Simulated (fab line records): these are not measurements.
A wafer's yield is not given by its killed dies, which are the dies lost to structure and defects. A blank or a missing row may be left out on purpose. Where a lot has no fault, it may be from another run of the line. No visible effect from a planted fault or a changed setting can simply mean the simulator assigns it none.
fab line records + flow berkeley_cmos170
record:
- lots: 13
- wafers: 39
- last_day: 11
route steps=331 shown ACTIVE@77 SPACER@171 V2@304
lots untouched by any fault: they come from a run of this same line in which no faults occurred
start_h: hours from the record's opening day to when the first of the lot's shown wafers began + wait_h: hours from the lot's prior step to this one + " the same as in the row above + L1.1+2: a single row standing in for several wafers + - no value, or no start given + * or withheld: withheld + < > ~ a bound
route shown NAME@n: names a module that has steps shown in the file, with the first one's number in the route + usual: mean/standard deviation of fault-free wafers + same: alike in all rows + chamber/n: place in a boat + sites: the reading at each site + _std_site: their standard deviation + _edge_site: inner sites' mean taken away from outer sites' mean + radius_mm: for every site, how far away it sits from the centre of the wafer + mask NAME#n: copy n + behind: the most recent tool/chamber to have shaped the wafer + hold: reason for holding the lot/hours on hold/outcome of the hold + device: whichever transistor did not switch (one of n, p or np) + end of line: at the end of the route, the tests of the same wafers + a step with no rows: only its recipe + killed: dies that structure and defects cost at the first sort, which is not the same as the wafer's yield + map: shows each die of a wafer: x if killed, . if not, _ if none is there
set.NAME: setting as actually run; set.NAME@STEP: the setting as run at that earlier step + model.NAME: the simulator's own value behind a step, which no gauge read
a sample of lots followed through the steps of the route, with each step as a table and each wafer as a row
services: when a tool's chamber went out of use (start_h, in hours from the record's first day, below 0 if earlier), for how many hours, and the reason
== steps ==
step: UCB170_ACTIVE_CD_MEAS_90
recipe:
- target_cd_nm: 1200
usual:
- cd_nm: 1200.5/1.4
| lot.wafer | tool      | chamber | start_h | wait_h | cd_nm  |
|-----------|-----------|---------|---------|--------|--------|
| L295.1    | cd_sem-02 | -       | 80.70   | 0.1    | 1201.1 |
| L295.2    | "         | -       | "       | "      | 1199.6 |
| L295.4    | "         | -       | "       | "      | 1201.3 |
| L298.1    | cd_sem-02 | -       | 91.85   | 0.1    | 1201.6 |
| L298.3    | "         | -       | "       | "      | 1201.3 |
| L298.6    | "         | -       | "       | "      | 1200.6 |
| L297.1    | cd_sem-01 | -       | 92.12   | 0.1    | 1201.6 |
| L297.3    | "         | -       | "       | "      | 1201.2 |
| L297.4    | "         | -       | "       | "      | 1201.8 |
| L300.1    | cd_sem-01 | -       | 97.82   | 0.1    | 1204.0 |
| L300.4    | "         | -       | "       | "      | 1203.2 |
| L300.6    | "         | -       | "       | "      | 1203.0 |
| L301.1    | cd_sem-02 | -       | 98.07   | 0.1    | 1201.8 |
| L301.2    | "         | -       | "       | "      | 1200.0 |
| L301.5    | "         | -       | "       | "      | 1201.3 |
| L299.2    | cd_sem-01 | -       | 98.39   | 0.1    | 1200.7 |
| L299.5    | "         | -       | "       | "      | 1199.6 |
| L299.6    | "         | -       | "       | "      | 1199.0 |
| L303.1    | cd_sem-01 | -       | 109.24  | 0.1    | 1202.7 |
| L303.3    | "         | -       | "       | "      | 1201.8 |
| L303.4    | "         | -       | "       | "      | 1201.4 |
| L302.1    | cd_sem-01 | -       | 109.51  | 0.1    | 1202.8 |
| L302.3    | "         | -       | "       | "      | 1200.3 |
| L302.4    | "         | -       | "       | "      | 1201.2 |
| L304.2    | cd_sem-01 | -       | 114.90  | 0.1    | 1197.4 |
| L304.5    | "         | -       | "       | "      | 1196.6 |
| L304.6    | "         | -       | "       | "      | 1199.2 |
| L305.1    | cd_sem-01 | -       | 121.46  | 0.1    | 1201.3 |
| L305.3    | "         | -       | "       | "      | 1198.6 |
| L305.5    | "         | -       | "       | "      | 1201.1 |
| L306.1    | cd_sem-02 | -       | 121.70  | 0.1    | 1199.3 |
| L306.4    | "         | -       | "       | "      | 1199.4 |
| L306.6    | "         | -       | "       | "      | 1198.6 |
| L313.3    | cd_sem-01 | -       | 165.97  | 0.1    | 1198.9 |
| L313.5    | "         | -       | "       | "      | 1198.2 |
| L313.6    | "         | -       | "       | "      | 1199.3 |
| L316.1    | cd_sem-01 | -       | 184.03  | 0.2    | 1200.1 |
| L316.3    | "         | -       | "       | "      | 1198.9 |
| L316.5    | "         | -       | "       | "      | 1199.4 |
step: UCB170_SPACER_CVD_00
recipe:
- material: SiO2
- target_thk_nm: 376
- temp_c: 390
- precursor: TEOS/O2
- time_s: 47
- rf_w: 550
- pressure_mtorr: 9000
usual:
- heater_power_w: 246/66
| lot.wafer | tool     | chamber | start_h | wait_h | heater_power_w |
|-----------|----------|---------|---------|--------|----------------|
| L295.1    | pecvd-03 | 1       | 127.37  | 0.0    | 160            |
| L295.2    | "        | 2       | "       | "      | 212            |
| L295.4    | "        | 2       | "       | "      | 224            |
| L297.1    | pecvd-01 | 0       | 131.48  | 0.0    | 305            |
| L297.3    | "        | 2       | "       | "      | 237            |
| L297.4    | "        | 1       | "       | "      | 266            |
| L298.1    | pecvd-04 | 1       | 131.66  | 0.0    | 228            |
| L298.3    | "        | 0       | "       | "      | 356            |
| L298.6    | "        | 2       | "       | "      | 234            |
| L299.2    | pecvd-03 | 2       | 139.77  | 0.0    | 182            |
| L299.5    | "        | 1       | "       | "      | 106            |
| L299.6    | "        | 0       | "       | "      | 279            |
| L301.1    | pecvd-04 | 0       | 140.42  | 0.0    | 432            |
| L301.2    | "        | 2       | "       | "      | 210            |
| L301.5    | "        | 0       | "       | "      | 328            |
| L300.1    | pecvd-03 | 2       | 140.47  | 0.0    | 226            |
| L300.4    | "        | 0       | "       | "      | 252            |
| L300.6    | "        | 2       | "       | "      | 240            |
| L303.1    | pecvd-01 | 2       | 156.10  | 0.0    | 296            |
| L303.3    | "        | 1       | "       | "      | 226            |
| L303.4    | "        | 1       | "       | "      | 238            |
| L302.1    | pecvd-04 | 0       | 157.27  | 0.0    | 333            |
| L302.3    | "        | 1       | "       | "      | 248            |
| L302.4    | "        | 0       | "       | "      | 367            |
| L304.2    | pecvd-03 | 0       | 163.35  | 0.0    | 304            |
| L304.5    | "        | 2       | "       | "      | 232            |
| L304.6    | "        | 1       | "       | "      | 142            |
| L305.1    | pecvd-03 | 2       | 174.94  | 0.0    | 240            |
| L305.3    | "        | 1       | "       | "      | 126            |
| L305.5    | "        | 2       | "       | "      | 245            |
| L306.1    | pecvd-01 | 1       | 175.46  | 0.0    | 206            |
| L306.4    | "        | 1       | "       | "      | 223            |
| L306.6    | "        | 2       | "       | "      | 303            |
| L313.3    | pecvd-03 | 0       | 214.76  | 0.0    | 290            |
| L313.5    | "        | 2       | "       | "      | 254            |
| L313.6    | "        | 0       | "       | "      | 305            |
| L316.1    | pecvd-01 | 0       | 230.16  | 0.0    | 259            |
| L316.3    | "        | 2       | "       | "      | 250            |
| L316.5    | "        | 1       | "       | "      | 258            |
step: UCB170_SPACER_THK_MEAS_01
recipe:
- reads: SiO2_of_SPACER_CVD_00
usual:
- SPACER_TEOS_THK: 375/5
| lot.wafer | tool          | chamber | start_h | wait_h | SPACER_TEOS_THK[nm] |
|-----------|---------------|---------|---------|--------|---------------------|
| L295.1    | film_metro-03 | -       | 127.42  | 0.0    | 372                 |
| L295.2    | "             | -       | "       | "      | 376                 |
| L295.4    | "             | -       | "       | "      | 385                 |
| L297.1    | film_metro-04 | -       | 131.53  | 0.0    | 367                 |
| L297.3    | "             | -       | "       | "      | 368                 |
| L297.4    | "             | -       | "       | "      | 382                 |
| L298.1    | film_metro-02 | -       | 131.70  | 0.0    | 375                 |
| L298.3    | "             | -       | "       | "      | 375                 |
| L298.6    | "             | -       | "       | "      | 376                 |
| L299.2    | film_metro-03 | -       | 139.82  | 0.0    | 380                 |
| L299.5    | "             | -       | "       | "      | 379                 |
| L299.6    | "             | -       | "       | "      | 382                 |
| L301.1    | film_metro-02 | -       | 140.46  | 0.0    | 373                 |
| L301.2    | "             | -       | "       | "      | 373                 |
| L301.5    | "             | -       | "       | "      | 380                 |
| L300.1    | film_metro-03 | -       | 140.51  | 0.0    | 376                 |
| L300.4    | "             | -       | "       | "      | 381                 |
| L300.6    | "             | -       | "       | "      | 382                 |
| L303.1    | film_metro-02 | -       | 156.14  | 0.0    | 375                 |
| L303.3    | "             | -       | "       | "      | 368                 |
| L303.4    | "             | -       | "       | "      | 381                 |
| L302.1    | film_metro-04 | -       | 157.31  | 0.0    | 369                 |
| L302.3    | "             | -       | "       | "      | 365                 |
| L302.4    | "             | -       | "       | "      | 371                 |
| L304.2    | film_metro-02 | -       | 163.40  | 0.0    | 371                 |
| L304.5    | "             | -       | "       | "      | 382                 |
| L304.6    | "             | -       | "       | "      | 373                 |
| L305.1    | film_metro-02 | -       | 174.98  | 0.0    | 381                 |
| L305.3    | "             | -       | "       | "      | 368                 |
| L305.5    | "             | -       | "       | "      | 384                 |
| L306.1    | film_metro-04 | -       | 175.50  | 0.0    | 369                 |
| L306.4    | "             | -       | "       | "      | 375                 |
| L306.6    | "             | -       | "       | "      | 371                 |
| L313.3    | film_metro-02 | -       | 214.82  | 0.0    | 249                 |
| L313.5    | "             | -       | "       | "      | 384                 |
| L313.6    | "             | -       | "       | "      | 251                 |
| L316.1    | film_metro-04 | -       | 230.20  | 0.0    | 369                 |
| L316.3    | "             | -       | "       | "      | 365                 |
| L316.5    | "             | -       | "       | "      | 377                 |
step: UCB170_SPACER_ETCHBACK_03
recipe:
- stop_on: Si
- target: SiO2
- chemistry: CHF3/CF4/Ar
- CHF3_flow_sccm: 50
- cf4_flow_sccm: 10
- Ar_flow_sccm: 120
- pressure_mtorr: 200
- rf_w: 500
- target_depth_a: 3760
- time_s: 100
usual:
- drypump_motor_current_A: 5.6/0.62
- oes_product_au: 0.897/0.014
- throttle_valve_pct: 6.44/0.11
| lot.wafer | tool        | chamber | start_h | wait_h | drypump_motor_current_A | oes_product_au | rf_hours_counter_h | throttle_valve_pct |
|-----------|-------------|---------|---------|--------|-------------------------|----------------|--------------------|--------------------|
| L295.1    | rie_diel-01 | 2       | 130.99  | 0.0    | 5.3                     | 0.903          | 72                 | 6.38               |
| L295.2    | "           | 0       | "       | "      | 5.2                     | 0.897          | 19                 | 6.37               |
| L295.4    | "           | 1       | "       | "      | 6.7                     | 0.925          | 6                  | 6.38               |
| L297.1    | rie_diel-03 | 1       | 135.32  | 0.0    | 6.0                     | 0.874          | 152                | 6.62               |
| L297.3    | "           | 2       | "       | "      | 6.3                     | 0.886          | 49                 | 6.57               |
| L297.4    | "           | 3       | "       | "      | 4.8                     | 0.903          | -                  | 6.41               |
| L298.1    | rie_diel-01 | 2       | 135.32  | 0.0    | 5.3                     | 0.896          | 73                 | 6.34               |
| L298.3    | "           | 0       | "       | "      | 5.3                     | 0.893          | 19                 | 6.36               |
| L298.6    | "           | 0       | "       | "      | 5.3                     | 0.892          | -                  | 6.36               |
| L299.2    | rie_diel-02 | 2       | 145.83  | 0.0    | 5.8                     | 0.907          | 33                 | 6.34               |
| L299.5    | "           | 1       | "       | "      | 5.6                     | 0.894          | -                  | 6.25               |
| L299.6    | "           | 0       | "       | "      | 5.8                     | 0.928          | -                  | 6.35               |
| L300.1    | rie_diel-03 | 0       | 145.83  | 0.0    | 5.1                     | 0.885          | 32                 | 6.38               |
| L300.4    | "           | 2       | "       | "      | 6.3                     | 0.903          | 50                 | 6.58               |
| L300.6    | "           | 3       | "       | "      | 4.8                     | 0.903          | -                  | 6.40               |
| L301.1    | rie_diel-01 | 3       | 145.83  | 0.0    | 5.2                     | 0.913          | 14                 | 6.57               |
| L301.2    | "           | 2       | "       | "      | 5.3                     | 0.897          | 73                 | 6.35               |
| L301.5    | "           | 1       | "       | "      | 6.7                     | 0.919          | -                  | 6.39               |
| L302.1    | rie_diel-02 | 3       | 160.42  | 0.0    | 5.8                     | 0.904          | 110                | 6.52               |
| L302.3    | "           | 1       | "       | "      | 5.6                     | 0.863          | 6                  | 6.25               |
| L302.4    | "           | 2       | "       | "      | 5.8                     | 0.884          | 34                 | 6.37               |
| L303.1    | rie_diel-03 | 1       | 160.42  | 0.0    | 5.9                     | 0.877          | 154                | 6.62               |
| L303.3    | "           | 0       | "       | "      | 5.1                     | 0.880          | 33                 | 6.38               |
| L303.4    | "           | 2       | "       | "      | 6.3                     | 0.905          | 51                 | 6.57               |
| L304.2    | rie_diel-03 | 2       | 168.62  | 0.0    | 6.3                     | 0.895          | 51                 | 6.57               |
| L304.5    | "           | 3       | "       | "      | 4.8                     | 0.902          | -                  | 6.42               |
| L304.6    | "           | 2       | "       | "      | 6.3                     | 0.899          | -                  | 6.58               |
| L305.1    | rie_diel-03 | 0       | 178.08  | 0.0    | 5.1                     | 0.896          | 33                 | 6.39               |
| L305.3    | "           | 3       | "       | "      | 4.8                     | 0.876          | 74                 | 6.41               |
| L305.5    | "           | 3       | "       | "      | 4.8                     | 0.902          | -                  | 6.41               |
| L306.1    | rie_diel-01 | 0       | 178.08  | 0.0    | 5.3                     | 0.891          | 21                 | 6.37               |
| L306.4    | "           | 3       | "       | "      | 5.2                     | 0.913          | 15                 | 6.58               |
| L306.6    | "           | 3       | "       | "      | 5.2                     | 0.913          | -                  | 6.59               |
| L313.3    | rie_diel-03 | 1       | 218.42  | 0.0    | 5.9                     | 0.675          | 1                  | 6.60               |
| L313.5    | "           | 0       | "       | "      | 5.1                     | 0.898          | -                  | 6.37               |
| L313.6    | "           | 3       | "       | "      | 4.8                     | 0.669          | -                  | 6.39               |
| L316.1    | rie_diel-03 | 3       | 233.67  | 0.0    | 4.8                     | 0.877          | 76                 | 6.41               |
| L316.3    | "           | 2       | "       | "      | 6.3                     | 0.881          | 54                 | 6.56               |
| L316.5    | "           | 2       | "       | "      | 6.2                     | 0.903          | -                  | 6.57               |
step: UCB170_V2_CD_MEAS_12
recipe:
- target_cd_nm: 700
usual:
- cd_nm: 699.5/1.3
| lot.wafer | tool      | chamber | start_h | wait_h | cd_nm |
|-----------|-----------|---------|---------|--------|-------|
| L297.1    | cd_sem-02 | -       | 160.18  | -      | 702.1 |
| L297.3    | "         | -       | "       | "      | 697.9 |
| L297.4    | "         | -       | "       | "      | 700.6 |
| L295.1    | cd_sem-01 | -       | 160.36  | -      | 699.6 |
| L295.2    | "         | -       | "       | "      | 700.7 |
| L295.4    | "         | -       | "       | "      | 700.6 |
| L298.1    | cd_sem-01 | -       | 160.63  | -      | 697.5 |
| L298.3    | "         | -       | "       | "      | 698.6 |
| L298.6    | "         | -       | "       | "      | 698.9 |
| L300.1    | cd_sem-02 | -       | 173.71  | -      | 698.2 |
| L300.4    | "         | -       | "       | "      | 699.7 |
| L300.6    | "         | -       | "       | "      | 699.9 |
| L301.1    | cd_sem-01 | -       | 174.39  | -      | 699.3 |
| L301.2    | "         | -       | "       | "      | 698.3 |
| L301.5    | "         | -       | "       | "      | 699.5 |
| L299.2    | cd_sem-02 | -       | 175.53  | -      | 700.3 |
| L299.5    | "         | -       | "       | "      | 699.8 |
| L299.6    | "         | -       | "       | "      | 699.6 |
| L302.1    | cd_sem-01 | -       | 184.81  | -      | 702.9 |
| L302.3    | "         | -       | "       | "      | 702.7 |
| L302.4    | "         | -       | "       | "      | 702.4 |
| L303.1    | cd_sem-01 | -       | 187.87  | -      | 698.7 |
| L303.3    | "         | -       | "       | "      | 699.9 |
| L303.4    | "         | -       | "       | "      | 698.3 |
| L304.2    | cd_sem-01 | -       | 191.81  | -      | 700.1 |
| L304.5    | "         | -       | "       | "      | 699.4 |
| L304.6    | "         | -       | "       | "      | 698.9 |
| L306.1    | cd_sem-02 | -       | 203.19  | -      | 698.5 |
| L306.4    | "         | -       | "       | "      | 698.4 |
| L306.6    | "         | -       | "       | "      | 698.0 |
| L305.1    | cd_sem-01 | -       | 203.43  | -      | 698.8 |
| L305.3    | "         | -       | "       | "      | 698.5 |
| L305.5    | "         | -       | "       | "      | 698.6 |
| L313.3    | cd_sem-01 | -       | 245.27  | -      | 698.0 |
| L313.5    | "         | -       | "       | "      | 699.4 |
| L313.6    | "         | -       | "       | "      | 698.4 |
| L316.1    | cd_sem-02 | -       | 268.05  | -      | 699.3 |
| L316.3    | "         | -       | "       | "      | 699.5 |
| L316.5    | "         | -       | "       | "      | 699.3 |
step: UCB170_V2_OVL_MEAS_13
usual:
- V2_OVL: 5/6.1
| lot.wafer | tool       | chamber | start_h | wait_h | V2_OVL[nm] |
|-----------|------------|---------|---------|--------|------------|
| L297.1    | overlay-01 | -       | 160.30  | 0.1    | 13         |
| L297.3    | "          | -       | "       | "      | 9          |
| L297.4    | "          | -       | "       | "      | 17         |
| L295.1    | overlay-02 | -       | 160.48  | 0.1    | 12         |
| L295.2    | "          | -       | "       | "      | 10         |
| L295.4    | "          | -       | "       | "      | 4          |
| L298.1    | overlay-01 | -       | 160.75  | 0.1    | 11         |
| L298.3    | "          | -       | "       | "      | 8          |
| L298.6    | "          | -       | "       | "      | 6          |
| L300.1    | overlay-01 | -       | 173.83  | 0.1    | 11         |
| L300.4    | "          | -       | "       | "      | 6          |
| L300.6    | "          | -       | "       | "      | 6          |
| L301.1    | overlay-01 | -       | 174.51  | 0.1    | 6          |
| L301.2    | "          | -       | "       | "      | 1          |
| L301.5    | "          | -       | "       | "      | 8          |
| L299.2    | overlay-01 | -       | 175.64  | 0.1    | 10         |
| L299.5    | "          | -       | "       | "      | 12         |
| L299.6    | "          | -       | "       | "      | 8          |
| L302.1    | overlay-01 | -       | 184.93  | 0.1    | -3         |
| L302.3    | "          | -       | "       | "      | 6          |
| L302.4    | "          | -       | "       | "      | 7          |
| L303.1    | overlay-02 | -       | 187.99  | 0.1    | 6          |
| L303.3    | "          | -       | "       | "      | 7          |
| L303.4    | "          | -       | "       | "      | 4          |
| L304.2    | overlay-02 | -       | 191.92  | 0.1    | 15         |
| L304.5    | "          | -       | "       | "      | 13         |
| L304.6    | "          | -       | "       | "      | 19         |
| L306.1    | overlay-02 | -       | 203.31  | 0.1    | -2         |
| L306.4    | "          | -       | "       | "      | 9          |
| L306.6    | "          | -       | "       | "      | 5          |
| L305.1    | overlay-01 | -       | 203.55  | 0.1    | -3         |
| L305.3    | "          | -       | "       | "      | 4          |
| L305.5    | "          | -       | "       | "      | 7          |
| L313.3    | overlay-02 | -       | 245.36  | 0.1    | 6          |
| L313.5    | "          | -       | "       | "      | 8          |
| L313.6    | "          | -       | "       | "      | 13         |
| L316.1    | overlay-01 | -       | 268.17  | 0.1    | 1          |
| L316.3    | "          | -       | "       | "      | 3          |
| L316.5    | "          | -       | "       | "      | 4          |
== services ==
| tool        | chamber | start_h | hours | kind           |
|-------------|---------|---------|-------|----------------|
| pecvd-01    | -       | 107.31  | 0.4   | repair         |
| rie_diel-02 | 0       | 119.95  | 15.3  | repair         |
| rie_diel-02 | 2       | 127.36  | 4.1   | repair         |
| rie_diel-03 | 0       | 128.71  | 12.0  | repair         |
| pecvd-01    | -       | 135.50  | 14.0  | pm             |
| pecvd-01    | 0       | 135.50  | 14.0  | vent_cycle     |
| pecvd-01    | 1       | 135.50  | 14.0  | vent_cycle     |
| pecvd-01    | 2       | 135.50  | 14.0  | vent_cycle     |
| pecvd-04    | -       | 136.90  | 0.9   | repair         |
| pecvd-01    | 0       | 149.50  | -     | clean          |
| pecvd-01    | 1       | 149.50  | -     | clean          |
| pecvd-01    | 2       | 149.50  | -     | clean          |
| rie_diel-03 | 1       | 165.41  | 8.2   | repair         |
| rie_diel-03 | 0       | 167.75  | 7.6   | repair         |
| rie_diel-03 | 1       | 175.39  | -     | clean          |
| rie_diel-03 | 1       | 175.39  | 19.2  | scheduled_down |
| rie_diel-03 | 1       | 175.39  | 19.2  | vent_cycle     |
| rie_diel-02 | 3       | 176.94  | 2.9   | repair         |
| rie_diel-02 | 1       | 222.92  | 5.3   | repair         |
| pecvd-01    | -       | 225.31  | 4.3   | pm             |
| rie_diel-01 | 2       | 228.55  | 4.9   | repair         |
== key ==
first_sign:
- step: UCB170_SPACER_THK_MEAS_01
- reading: SPACER_TEOS_THK
- direction: down
- sigmas: 25
- usual: 375
- struck: 250
effect:
- step: UCB170_SPACER_ETCHBACK_03
- reading: oes_product_au
- direction: down
- sigmas: 16
- usual: 0.897
- struck: 0.672
met_at UCB170_SPACER_CVD_00
struck_lots L313
struck_wafers L313.3,L313.6
tester_left_out L313
not_acting_at UCB170_ACTIVE_CD_MEAS_90,UCB170_V2_CD_MEAS_12,UCB170_V2_OVL_MEAS_13
onset_between 163.35 214.76
fault:
- kind: process_parameter_drift
- tool: pecvd-03
- chamber: 0
- onset_h: 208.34
- steps: UCB170_SPACER_CVD_00
- channel: target_thk_nm
- offset: -124.08
- shape: step
- end_h: 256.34
- acts_in: these_recipes_only
- stated: 376
tester_left_out: of these lots the tester's yield and bins aren't shown, on N5 and GAA mostly nor the transistor test; their killed dies are dies lost to structure and defects alone, not to doping, threshold or leakage, so they don't give the yield
